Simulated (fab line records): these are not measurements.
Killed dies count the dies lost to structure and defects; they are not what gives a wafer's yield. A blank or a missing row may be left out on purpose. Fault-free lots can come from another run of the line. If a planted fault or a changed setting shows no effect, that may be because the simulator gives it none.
Struck lot and sound lot, side by side | flow berkeleyCmos170 | 19 steps out of a route of 331
Sound: the wafers L771.1, L771.4, L771.6. Struck: wafers L783.1, L783.3, L783.6. Last of all comes the cause.
At each step with rows: each side's tool, then ch and its chambers, then its first start. Under that, the readings that differ: sound wafers | struck wafers | difference of the means | sigmas: that difference in standard deviations of wafers without a fault.
alike: readings with means less than 2 such deviations apart, plus words and numbers identical on both sides. not compared: withheld readings, readings lacking a value on some wafer, bounds such as >300 that could conceal the same value, and numbers that have no deviation in the record and whose values overlap.
The two part at a step that has a row with sigmas, a row that says differs or no value, or rows on one side only. Numbers that have no deviation but don't overlap get no sigmas and don't part them. A reading that every wafer of one side lacks parts them only if that side has two wafers or more.

first, 2 steps without rows for these wafers: UCB170_PLDD_PEB_04; UCB170_PLDD_DEVELOP_05 (develop time 45 s).
UCB170_PLDD_CD_MEAS_06: target cd 1200 nm.
  struck on cdSem-02, day 10 00:11; sound on cdSem-02, day 7 16:32
  alike: cdNm
UCB170_PLDD_OVL_MEAS_07:
  struck on overlay-01, day 10 00:19; sound on overlay-01, day 7 16:40
  alike: PLDD_OVL
then, 2 steps without rows for these wafers: UCB170_PLDD_IMPLANT_08; UCB170_PLDD_IMPLANT_09.
UCB170_PLDD_STRIP_10: strips in O2.
  sound on plasmaAsher-01 ch 0, day 7 16:59; struck on plasmaAsher-03 ch 0,1, day 10 00:39
reading                  | sound       | struck      | difference | sigmas
drypumpMotorCurrentA (A) | 6.4 6.4 6.4 | 4.9 4.9 6.0 | -1.1       | -2
  alike: o2FlowSccm, oesProductAu, stripTimeToEndpointS
  not compared: rfHoursCounterH
UCB170_PLDD_TW_MEAS_11:
  struck on filmMetro-01, day 10 00:48; sound on filmMetro-01, day 7 17:05
  alike: PLDD_TW
then, 4 steps without rows for these wafers: UCB170_PLDD_CLEAN_12 (cleans in SPM, time 600 s); UCB170_NLDD_HMDS_00 (prime time 60 s); UCB170_NLDD_COAT_01 (resist thk 900 nm); UCB170_NLDD_SOFTBAKE_02 (time 60 s).
UCB170_NLDD_EXPOSE_03: exposes mask NSELECT, target cd 1200 nm.
  sound on krfScanner-01 ch 0, day 7 18:04; struck on krfScanner-01 ch 0, day 10 01:29
reading                    | sound                | struck            | difference | sigmas
model.NLDD.overlayXNm (nm) | 0.4262 0.4262 0.4262 | 181.8 181.8 181.8 | +181.4     | 
  alike: mask
then, 2 steps without rows for these wafers: UCB170_NLDD_PEB_04; UCB170_NLDD_DEVELOP_05 (develop time 45 s).
UCB170_NLDD_CD_MEAS_06: target cd 1200 nm.
  struck on cdSem-02, day 10 02:02; sound on cdSem-01, day 7 18:46
  alike: cdNm
UCB170_NLDD_OVL_MEAS_07:
  struck on overlay-01, day 10 02:09; sound on overlay-01, day 7 18:53
reading       | sound | struck      | difference | sigmas
NLDD_OVL (nm) | 0 5 1 | 182 180 184 | +180       | +44
then, 1 step without rows for these wafers: UCB170_NLDD_IMPLANT_08.
UCB170_M3_PROBE_99:
  struck on prober-01, day 11 17:49; sound on prober-01, day 9 05:44
reading                       | sound             | struck            | difference | sigmas
model.etest.nldd.lineOhmUm    | 1224 1222 1243    | 1362 1356 1356    | +128       | 
model.etest.nldd.widthNm (nm) | 616.5 633.9 626.1 | 573.7 576.6 577.8 | -49.5      | 

WHERE THEY PART
Earliest at UCB170_PLDD_STRIP_10; latest, in this record, at UCB170_NLDD_OVL_MEAS_07.

WHY: what had been put in by the simulator
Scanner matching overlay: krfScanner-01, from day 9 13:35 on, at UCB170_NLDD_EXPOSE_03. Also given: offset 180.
